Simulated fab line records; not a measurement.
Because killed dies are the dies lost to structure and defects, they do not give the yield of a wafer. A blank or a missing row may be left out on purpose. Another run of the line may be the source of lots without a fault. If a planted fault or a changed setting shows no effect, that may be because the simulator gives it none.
A struck lot beside a sound one | flow rit cmos | 18 out of 202 route steps
Sound: wafers L445.1, L445.3, L445.6. Struck: wafers L452.2, L452.3, L452.5. The cause comes at the end.
Order at every step that has rows: each side's tool, ch and its chambers, its first start. Under that, the readings that differ: sound wafers | struck wafers | difference of the means | sigmas: that difference in standard deviations of wafers without a fault.
alike: a reading whose means differ by less than 2 such deviations, as well as words and numbers matching on both sides. not compared: withheld readings; readings where some wafer has no value; bounds like >300 that might hide an equal value; numbers whose values overlap and for which the record gives no deviation.
Wherever a step has rows on one side only, a row that says differs or no value, or a row with sigmas, the two part there. When numbers do not overlap yet have no deviation, they are printed without sigmas and do not part them. Lack of a reading on every wafer of one side parts them only where that side has two or more wafers.

first, 4 steps without rows for these wafers: RIT_NWELL_SOFTBAKE_02 (time 60 s); RIT_NWELL_EXPOSE_03 (exposes mask M2, target cd 43900 nm); RIT_NWELL_PEB_04; RIT_NWELL_DEVELOP_05 (develop time 68 s).
RIT_NWELL_OVL_MEAS_06:
  sound: overlay-02 at day 4 15:47; struck: overlay-01 at day 6 01:00
  alike: NWELL_OVL
then, 2 steps without rows for these wafers: RIT_NWELL_HARDBAKE_07 (time 120 s); RIT_NWELL_IMPLANT_08.
RIT_NWELL_STRIP_09: strips in O2, time 180 s.
  sound on plasma asher-01 ch 0,1, day 4 16:14; struck on plasma asher-04 ch 0, day 6 01:26
  reading             | sound       | struck      | difference | sigmas
  rf refl power W (W) | 7.5 7.9 7.3 | 4.7 5.4 4.9 | -2.6       | -3
  alike: drypump motor current A
  not compared: rf hours counter h
RIT_NWELL_TW_MEAS_10:
  sound: film metro-02 at day 4 16:24; struck: film metro-03 at day 6 01:37
  alike: NWELL_TW
then, 3 steps without rows for these wafers: RIT_PWELL_HMDS_00 (prime time 60 s); RIT_PWELL_COAT_01 (resist thk 1300 nm); RIT_PWELL_SOFTBAKE_02 (time 60 s).
RIT_PWELL_EXPOSE_03: exposes mask M3, target cd 43700 nm.
  sound on iline stepper-01 ch 0, day 4 16:55; struck on iline stepper-02 ch 0, day 6 02:16
  reading                       | sound             | struck            | difference | sigmas
  model.PWELL.overlay x nm (nm) | 1.574 1.574 1.574 | 5.286 5.286 5.286 | +3.712     |
  alike: mask
then, 2 steps without rows for these wafers: RIT_PWELL_PEB_04; RIT_PWELL_DEVELOP_05 (develop time 68 s).
RIT_PWELL_OVL_MEAS_06:
  sound: overlay-02 at day 4 17:20; struck: overlay-01 at day 6 02:40
  reading        | sound        | struck      | difference | sigmas
  PWELL_OVL (nm) | 0.6 -1.5 0.0 | 5.0 3.3 5.2 | +4.8       | +4
then, 1 step without rows for these wafers: RIT_PWELL_HARDBAKE_07 (time 120 s).
RIT_M1_PROBE_99:
  sound wafers here have rows in the record (prober-02, day 6 07:38); struck ones have none

WHERE THEY PART
At RIT_NWELL_STRIP_09 first; at RIT_M1_PROBE_99 last (within this record only).

WHY: whatever the simulator had introduced
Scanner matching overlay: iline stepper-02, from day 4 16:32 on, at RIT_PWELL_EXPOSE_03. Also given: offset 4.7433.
